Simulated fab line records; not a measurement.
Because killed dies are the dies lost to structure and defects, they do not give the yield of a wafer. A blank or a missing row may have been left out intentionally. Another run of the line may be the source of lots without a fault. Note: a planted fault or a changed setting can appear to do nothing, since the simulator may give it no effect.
fab line records | flow berkeley-cmos170
[record] lots = 14 wafers = 42 last-day = 12
route steps=331 shown GATE@130 NSD@197 M2@272
lots with no fault: from the same line, run without faults
start-h: start of the lot's first displayed wafer, in hours after the record's first day | wait-h: how many hours have passed since the lot's step before this one | " unchanged from the row above | L1.1+2: several wafers, shown together as one row | - value missing, or start not given | * or withheld: withheld | < > ~ a bound
route shown NAME@n: NAME is a module with steps in the file, n the number in the route of the first one | usual: mean/standard deviation of fault-free wafers | same: alike in all rows | chamber/n: place in a boat | sites: per-site readings | _std_site: their standard deviation | _edge_site: inner sites' mean taken away from outer sites' mean | radius-mm: how far each site lies from the wafer's centre | mask NAME#n: copy n | behind: the last tool/chamber to shape the wafer | hold: the reason the lot was held/the length of the hold in hours/how it ended | device: whichever transistor did not switch (one of n, p or np) | end of line: tests of these same wafers at the route's end | a step without rows: its recipe alone | killed: not the wafer's yield, but the dies lost to structure and defects at the first sort | map: per-die view of a wafer (x killed, . not killed, _ where there is no die)
set.NAME: the setting that was run; set.NAME@STEP: the one run at that earlier step | model.NAME: the simulator's own value behind a step, which no gauge read
a sample of lots followed through the steps of the route, with each step as a table and each wafer as a row
services: a tool's chamber out of use, with start hour (start-h, from the record's first day; less than 0 if before it), hours out, and reason
[[steps]]
[step UCB170_GATE_CVD_04]
[recipe] material = poly-Si temp-c = 610 precursor = SiH4 time-s = 1440 pressure-mtorr = 375 target-thk-nm = 214 sih4-flow-sccm = 120
[usual] spike-tc-centre-C = 611.8/1.2 spike-tc-load-C = 634.1/1.9 spike-tc-source-C = 631.2/2.5 susceptor-temp-C = 610.03/0.3
// columns lot.wafer tool chamber start-h wait-h spike-tc-centre-C spike-tc-load-C spike-tc-source-C susceptor-temp-C
L215.4 lpcvd-02 1 157.15 0.0 610.9 634.5 630.7 610.23
L215.5 " 1 " " 610.8 633.6 630.1 609.53
L215.6 " 1 " " 612.6 634.1 626.8 609.62
L216.2 lpcvd-02 0 157.15 0.0 611.0 633.0 635.1 609.92
L216.3 " 0 " " 610.1 631.9 633.1 610.06
L216.6 " 0 " " 611.3 631.7 632.2 609.62
L217.2 lpcvd-02 1 157.15 0.0 611.0 631.5 628.5 610.28
L217.3 " 1 " " 609.7 635.7 629.4 610.35
L217.6 " 1 " " 613.5 633.6 630.7 610.02
L220.1 lpcvd-02 0 166.50 0.0 609.9 630.9 635.0 610.05
L220.2 " 0 " " 611.9 631.4 634.5 610.21
L220.3 " 0 " " 611.1 631.7 634.6 609.93
L221.1 lpcvd-02 0 166.50 0.0 609.3 631.8 634.6 610.30
L221.2 " 0 " " 610.5 632.1 632.7 610.35
L221.5 " 0 " " 610.0 631.3 633.8 610.29
L219.2 lpcvd-02 1 171.54 1.4 612.8 632.8 630.5 609.89
L219.3 " 1 " " 611.1 633.9 628.3 610.52
L219.5 " 1 " " 610.6 632.8 630.2 610.31
L223.1 lpcvd-01 1 174.85 0.0 611.3 635.5 633.3 609.55
L223.2 " 1 " " 610.8 635.6 632.5 610.03
L223.3 " 1 " " 614.2 633.5 630.7 610.24
L224.1 lpcvd-01 0 187.12 0.0 611.9 636.8 627.8 609.65
L224.3 " 0 " " 612.9 636.2 628.1 609.65
L224.5 " 0 " " 612.1 637.2 628.3 609.85
L225.4 lpcvd-01 1 187.12 0.0 610.8 634.5 631.9 610.22
L225.5 " 1 " " 611.8 635.5 631.4 610.12
L225.6 " 1 " " 613.3 634.3 632.4 610.35
L226.4 lpcvd-01 1 187.12 0.0 613.3 635.2 634.9 609.83
L226.5 " 1 " " 612.5 636.6 633.7 610.15
L226.6 " 1 " " 612.8 635.1 633.5 609.95
L227.3 lpcvd-01 0 203.50 0.0 612.2 636.4 627.9 609.88
L227.4 " 0 " " 613.1 633.4 627.4 609.55
L227.6 " 0 " " 611.2 636.9 627.3 609.75
L236.2 lpcvd-01 1 249.70 0.0 601.8 622.2 620.9 598.02
L236.4 " 1 " " 601.3 623.7 621.2 597.57
L236.5 " 1 " " 599.0 624.0 619.7 597.75
L237.3 lpcvd-01 1 249.70 0.0 599.6 622.8 621.0 598.02
L237.5 " 1 " " 601.9 622.4 620.4 597.73
L237.6 " 1 " " 599.3 623.3 620.6 597.95
L238.2 lpcvd-01 0 249.70 0.0 610.6 636.6 629.4 610.15
L238.3 " 0 " " 613.1 635.1 627.9 610.30
L238.5 " 0 " " 614.0 634.3 630.2 610.47
[step UCB170_GATE_THK_MEAS_05]
[recipe] reads = poly-Si_of_GATE_CVD_04
[usual] GATE_POLY_THK = 214.1/2.1
// columns lot.wafer tool chamber start-h wait-h hold GATE_POLY_THK[nm]
L215.4 film-metro-01 - 159.28 0.0 - 215.2
L215.5 " - " " - 214.2
L215.6 " - " " - 216.4
L216.2 film-metro-01 - 159.32 0.1 - 213.1
L216.3 " - " " - 214.7
L216.6 " - " " - 213.8
L217.2 film-metro-02 - 159.32 0.1 - 215.6
L217.3 " - " " - 215.8
L217.6 " - " " - 215.2
L220.1 film-metro-01 - 168.60 0.0 - 215.6
L220.2 " - " " - 215.3
L220.3 " - " " - 215.9
L221.1 film-metro-02 - 168.60 0.0 - 213.1
L221.2 " - " " - 214.1
L221.5 " - " " - 212.4
L219.2 film-metro-04 - 173.65 0.0 - 218.6
L219.3 " - " " - 216.1
L219.5 " - " " - 217.7
L223.1 film-metro-04 - 176.25 0.0 - 215.2
L223.2 " - " " - 215.4
L223.3 " - " " - 212.1
L224.1 film-metro-02 - 188.52 0.0 - 213.9
L224.3 " - " " - 215.2
L224.5 " - " " - 216.2
L225.4 film-metro-02 - 188.61 0.1 - 215.2
L225.5 " - " " - 218.4
L225.6 " - " " - 217.0
L226.4 film-metro-02 - 188.67 0.1 - 212.4
L226.5 " - " " - 212.9
L226.6 " - " " - 210.2
L227.3 film-metro-02 - 204.92 0.0 - 212.0
L227.4 " - " " - 212.4
L227.6 " - " " - 210.5
L236.2 film-metro-01 - 251.11 0.0 await-dispo/0.2h/release 157.0
L236.4 " - " " await-dispo/0.2h/release 160.5
L236.5 " - " " await-dispo/0.2h/release 158.9
L236.2 film-metro-01 - 251.34 0.2 - 156.9
L236.4 " - " " - 160.5
L236.5 " - " " - 158.9
L238.2 film-metro-02 - 251.11 0.0 - 211.9
L238.3 " - " " - 211.2
L238.5 " - " " - 212.5
L237.3 film-metro-04 - 251.12 0.0 await-dispo/0.2h/release 158.5
L237.5 " - " " await-dispo/0.2h/release 160.6
L237.6 " - " " await-dispo/0.2h/release 159.1
L237.3 film-metro-04 - 251.35 0.2 - 158.4
L237.5 " - " " - 160.5
L237.6 " - " " - 159.0
[step UCB170_GATE_ETCH_15]
[recipe] chemistry = HBr/Cl2 target = poly-Si stop-on = SiO2 over-etch-frac = 0.3 icp-w = 300 bias-w = 150 time-s = 56.3 pressure-mtorr = 15 HBr_flow_sccm = 150 Cl2_flow_sccm = 50 target-depth-a = 2782
[usual] drypump-motor-current-A = 5.7/0.32 oes-product-au = 0.825/0.013 rf-fwd-power-W = 297.1/1.2 throttle-valve-pct = 26.38/0.27
[same] over-etch-frac = 0.3
// columns lot.wafer tool chamber start-h wait-h drypump-motor-current-A oes-product-au rf-fwd-power-W rf-hours-counter-h throttle-valve-pct
L215.4 rie-si-02 2 161.44 - 5.2 0.812 298.1 - 26.45
L215.5 " 1 " " 5.5 0.848 297.4 - 26.31
L215.6 " 3 " " 5.7 0.815 295.8 - 25.79
L216.2 rie-si-02 3 161.93 - 5.7 0.803 296.8 2 25.81
L216.3 " 2 " " 5.2 0.814 297.1 25 26.45
L216.6 " 3 " " 5.7 0.810 297.0 - 25.82
L217.2 rie-si-01 3 162.21 - 6.1 0.828 298.7 0 26.68
L217.3 " 1 " " 6.0 0.810 297.5 2 26.67
L217.6 " 3 " " 6.1 0.828 297.3 - 26.68
L220.1 rie-si-02 1 169.70 - 5.5 0.842 297.5 21 26.30
L220.2 " 2 " " 5.1 0.823 298.7 25 26.47
L220.3 " 0 " " 5.6 0.853 295.8 67 26.51
L221.1 rie-si-01 3 169.98 - 6.1 0.830 297.1 0 26.69
L221.2 " 1 " " 6.0 0.812 298.2 2 26.68
L221.5 " 0 " " 6.1 0.832 297.8 - 26.32
L219.2 rie-si-02 2 176.97 - 5.1 0.834 296.9 25 26.46
L219.3 " 1 " " 5.6 0.847 297.8 21 26.29
L219.5 " 1 " " 5.5 0.844 298.8 - 26.31
L223.1 rie-si-01 1 179.02 - 6.0 0.820 297.7 2 26.67
L223.2 " 2 " " 5.4 0.820 299.6 0 26.37
L223.3 " 3 " " 6.2 0.816 297.9 0 26.69
L224.1 rie-si-01 2 190.30 - 5.4 0.832 298.3 0 26.36
L224.3 " 3 " " 6.1 0.820 298.2 0 26.69
L224.5 " 0 " " 6.1 0.841 295.5 - 26.33
L225.4 rie-si-02 0 190.42 - 5.6 0.850 296.5 67 26.51
L225.5 " 3 " " 5.7 0.826 297.0 - 25.81
L225.6 " 2 " " 5.1 0.822 296.9 - 26.43
L226.4 rie-si-01 1 190.58 - 5.9 0.808 297.3 2 26.68
L226.5 " 3 " " 6.2 0.820 298.0 - 26.68
L226.6 " 0 " " 6.1 0.825 296.1 - 26.33
L227.3 rie-si-02 0 206.13 - 5.5 0.833 294.8 67 26.48
L227.4 " 3 " " 5.7 0.800 296.5 2 25.83
L227.6 " 0 " " 5.5 0.827 295.0 - 26.51
L238.2 rie-si-01 3 252.27 - 6.1 0.812 296.0 1 26.70
L238.3 " 2 " " 5.4 0.814 298.0 0 26.38
L238.5 " 2 " " 5.4 0.822 299.0 - 26.37
L236.2 rie-si-01 2 253.87 - 5.4 0.673 298.2 0 26.37
L236.4 " 0 " " 6.0 0.693 296.7 36 26.33
L236.5 " 1 " " 6.0 0.669 298.7 - 26.68
L237.3 rie-si-02 0 254.10 - 5.6 0.696 296.0 67 26.50
L237.5 " 3 " " 5.7 0.681 297.3 - 25.80
L237.6 " 0 " " 5.5 0.694 295.7 - 26.50
[step UCB170_NSD_TW_MEAS_10]
[usual] NSD_TW = 4155/46
// columns lot.wafer tool chamber start-h wait-h NSD_TW
L215.4 film-metro-03 - 176.67 0.1 4216
L215.5 " - " " 4224
L215.6 " - " " 4210
L216.2 film-metro-03 - 176.89 0.1 4219
L216.3 " - " " 4216
L216.6 " - " " 4227
L217.2 film-metro-01 - 177.51 0.1 4095
L217.3 " - " " 4104
L217.6 " - " " 4106
L221.1 film-metro-01 - 186.96 0.1 4069
L221.2 " - " " 4113
L221.5 " - " " 4097
L220.1 film-metro-03 - 186.97 0.1 4170
L220.2 " - " " 4201
L220.3 " - " " 4193
L219.2 film-metro-01 - 193.24 0.1 4125
L219.3 " - " " 4135
L219.5 " - " " 4126
L223.1 film-metro-01 - 194.04 0.1 4138
L223.2 " - " " 4105
L223.3 " - " " 4132
L224.1 film-metro-01 - 209.22 0.1 4143
L224.3 " - " " 4160
L224.5 " - " " 4144
L226.4 film-metro-04 - 209.52 0.1 4191
L226.5 " - " " 4186
L226.6 " - " " 4185
L225.4 film-metro-01 - 209.88 0.1 4145
L225.5 " - " " 4144
L225.6 " - " " 4129
L227.3 film-metro-01 - 219.43 0.1 4106
L227.4 " - " " 4122
L227.6 " - " " 4108
L236.2 film-metro-03 - 267.01 0.1 4165
L236.4 " - " " 4162
L236.5 " - " " 4155
L238.2 film-metro-01 - 267.20 0.1 4098
L238.3 " - " " 4092
L238.5 " - " " 4086
L237.3 film-metro-04 - 267.43 0.1 4215
L237.5 " - " " 4203
L237.6 " - " " 4190
[step UCB170_M2_SPUTTER_01]
[recipe] material = Al target-thk-nm = 900 time-s = 120 power-w = 6000 chamber-pressure-pa = 0.4936
[usual] throttle-valve-pct = 30.1/1.3
// columns lot.wafer tool chamber start-h wait-h throttle-valve-pct
L215.4 pvd-sputter-03 - 193.74 0.0 32.2
L215.5 " - " " 30.3
L215.6 " - " " 28.9
L216.2 pvd-sputter-04 - 195.47 0.0 29.6
L216.3 " - " " 29.7
L216.6 " - " " 29.6
L217.2 pvd-sputter-03 - 195.74 0.0 29.2
L217.3 " - " " 32.1
L217.6 " - " " 28.8
L220.1 pvd-sputter-02 - 201.94 0.0 30.0
L220.2 " - " " 28.3
L220.3 " - " " 30.4
L221.1 pvd-sputter-03 - 204.00 0.0 29.2
L221.2 " - " " 32.1
L221.5 " - " " 29.2
L219.2 pvd-sputter-03 - 210.16 0.0 32.0
L219.3 " - " " 29.5
L219.5 " - " " 29.2
L223.1 pvd-sputter-02 - 210.71 0.0 28.3
L223.2 " - " " 30.0
L223.3 " - " " 30.0
L224.1 pvd-sputter-04 - 222.97 0.0 29.7
L224.3 " - " " 30.6
L224.5 " - " " 29.4
L226.4 pvd-sputter-03 - 223.83 0.0 28.7
L226.5 " - " " 32.0
L226.6 " - " " 28.8
L225.4 pvd-sputter-02 - 225.86 0.0 29.5
L225.5 " - " " 29.9
L225.6 " - " " 29.4
L227.3 pvd-sputter-02 - 232.64 0.0 29.1
L227.4 " - " " 29.7
L227.6 " - " " 29.8
L236.2 pvd-sputter-04 - 284.15 0.0 30.4
L236.4 " - " " 33.1
L236.5 " - " " 30.5
L237.3 pvd-sputter-02 - 284.42 0.0 28.3
L237.5 " - " " 30.2
L237.6 " - " " 29.3
L238.2 pvd-sputter-03 - 284.66 0.0 29.4
L238.3 " - " " 28.6
L238.5 " - " " 28.8
[step UCB170_M2_METAL_ETCH_18]
[recipe] chemistry = Cl2/BCl3 target = Al stop-on = SiO2 pressure-mtorr = 12 target-depth-a = 11700 over-etch-frac = 0.3 time-s = 195 icp-w = 600 bias-w = 120 Cl2_flow_sccm = 90 bcl3-flow-sccm = 45
[usual] bcl3-flow-sccm = 45.00/0.13 drypump-motor-current-A = 5.8/0.47 oes-product-au = 0.856/0.013 rf-fwd-power-W = 597.6/1.6 throttle-valve-pct = 24.25/0.17
[same] over-etch-frac = 0.3
// columns lot.wafer tool chamber start-h wait-h bcl3-flow-sccm drypump-motor-current-A oes-product-au rf-fwd-power-W rf-hours-counter-h throttle-valve-pct
L215.4 rie-metal-01 1 197.02 - 45.03 5.9 0.834 597.5 - 24.13
L215.5 " 0 " " 45.18 6.5 0.855 597.2 - 24.11
L215.6 " 1 " " 44.96 5.9 0.839 597.5 - 24.12
L216.2 rie-metal-04 0 197.91 - 45.00 6.0 0.870 596.6 10 24.52
L216.3 " 1 " " 44.90 5.1 0.861 597.8 - 24.09
L216.6 " 1 " " 45.12 5.1 0.855 597.0 - 24.12
L217.2 rie-metal-01 0 198.19 - 45.00 6.4 0.863 596.8 2 24.10
L217.3 " 0 " " 45.25 6.4 0.851 598.0 - 24.10
L217.6 " 0 " " 44.78 6.4 0.861 600.0 - 24.12
L220.1 rie-metal-02 1 204.75 - 44.96 6.1 0.850 595.4 11 24.44
L220.2 " 0 " " 44.97 5.2 0.868 595.9 1 24.19
L220.3 " 0 " " 44.97 5.1 0.881 594.6 - 24.20
L221.1 rie-metal-01 0 206.29 - 45.03 6.4 0.856 597.8 3 24.11
L221.2 " 1 " " 44.97 5.9 0.836 595.9 7 24.13
L221.5 " 1 " " 44.90 5.9 0.830 599.6 - 24.13
L219.2 rie-metal-01 0 212.78 - 45.12 6.4 0.852 597.2 3 24.12
L219.3 " 0 " " 45.00 6.4 0.854 596.2 - 24.10
L219.5 " 0 " " 44.85 6.4 0.855 597.4 - 24.10
L223.1 rie-metal-04 0 212.96 - 44.95 6.0 0.851 597.1 11 24.50
L223.2 " 1 " " 44.92 5.1 0.875 596.1 7 24.10
L223.3 " 1 " " 44.92 5.1 0.861 595.6 - 24.13
L224.1 rie-metal-01 0 225.21 - 45.22 6.5 0.864 597.5 3 24.10
L224.3 " 1 " " 44.96 5.9 0.839 597.8 - 24.13
L224.5 " 1 " " 44.97 5.9 0.835 600.6 - 24.12
L226.4 rie-metal-04 1 226.13 - 45.04 5.0 0.861 594.8 - 24.11
L226.5 " 1 " " 45.07 5.0 0.844 594.9 - 24.10
L226.6 " 0 " " 44.80 6.0 0.856 598.9 - 24.50
L225.4 rie-metal-02 0 228.06 - 44.89 5.1 0.875 597.7 - 24.19
L225.5 " 0 " " 44.97 5.1 0.879 598.0 - 24.18
L225.6 " 1 " " 45.09 6.0 0.852 600.4 - 24.41
L227.3 rie-metal-04 1 236.03 - 45.10 5.0 0.867 595.9 - 24.08
L227.4 " 0 " " 45.11 6.0 0.860 599.7 - 24.49
L227.6 " 0 " " 45.07 6.0 0.871 599.6 - 24.49
L236.2 rie-metal-01 1 286.82 - 44.62 5.8 0.846 601.3 9 24.11
L236.4 " 0 " " 45.00 6.4 0.864 597.7 - 24.13
L236.5 " 0 " " 44.94 6.4 0.869 599.0 - 24.12
L237.3 rie-metal-02 0 287.48 - 44.90 5.2 0.876 598.5 - 24.20
L237.5 " 1 " " 44.99 6.0 0.836 596.0 - 24.44
L237.6 " 0 " " 44.87 5.2 0.872 598.9 - 24.18
L238.2 rie-metal-04 1 287.70 - 45.04 5.0 0.848 598.2 8 24.11
L238.3 " 1 " " 45.08 5.1 0.861 598.0 - 24.09
L238.5 " 0 " " 44.94 6.0 0.861 597.0 - 24.51
[[services]]
// columns tool chamber start-h hours kind
rie-si-01 3 136.16 - clean
rie-si-01 3 136.16 15.0 scheduled-down
rie-si-01 3 136.16 15.0 vent-cycle
rie-si-01 2 151.18 - clean
rie-si-01 2 151.18 17.1 scheduled-down
rie-si-01 2 151.18 17.1 vent-cycle
rie-metal-02 - 153.35 0.3 repair
rie-si-02 0 154.41 12.0 repair
rie-metal-02 - 155.83 2.8 pm
rie-metal-04 - 158.36 2.8 pm
rie-metal-02 0 158.58 - clean
rie-metal-02 0 158.58 16.3 scheduled-down
rie-metal-02 0 158.58 16.3 vent-cycle
rie-metal-01 - 162.26 0.4 repair
rie-metal-02 1 198.54 1.0 repair
pvd-sputter-03 - 256.59 6.5 repair
rie-metal-04 1 263.89 12.8 repair
rie-si-01 - 282.56 0.4 repair
pvd-sputter-03 - 287.27 1.7 repair
[[key]]
[first-sign] step = UCB170_GATE_CVD_04 reading = susceptor-temp-C direction = down sigmas = 41 usual = * struck = *
[effect] step = UCB170_GATE_CVD_04 reading = spike-tc-centre-C direction = down sigmas = 9.8 usual = 611.8 struck = 600.5
[effect] step = UCB170_GATE_THK_MEAS_05 reading = visit direction = added
[effect] step = UCB170_GATE_THK_MEAS_05 reading = GATE_POLY_THK direction = down sigmas = 26 usual = 214.1 struck = 159.1
[effect] step = UCB170_GATE_ETCH_15 reading = oes-product-au direction = down sigmas = 11 usual = 0.825 struck = 0.684
met-at UCB170_GATE_CVD_04
struck-lots L236,L237
struck-wafers L236.2,L236.4,L236.5,L237.3,L237.5,L237.6
tester-left-out L236,L237
not-acting-at UCB170_NSD_TW_MEAS_10,UCB170_M2_SPUTTER_01,UCB170_M2_METAL_ETCH_18
onset-between 187.12 249.70
[fault] kind = process-parameter-drift tool = lpcvd-01 chamber = 1 onset-h = 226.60 steps = UCB170_GATE_CVD_04 channel = temp-c offset = * shape = step end-h = 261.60 acts-in = * stated = *
// tester-left-out: of these lots the tester's yield and bins aren't shown, on N5 and GAA mostly nor the transistor test; their killed dies are dies lost to structure and defects alone, not to doping, threshold or leakage, so they don't give the yield
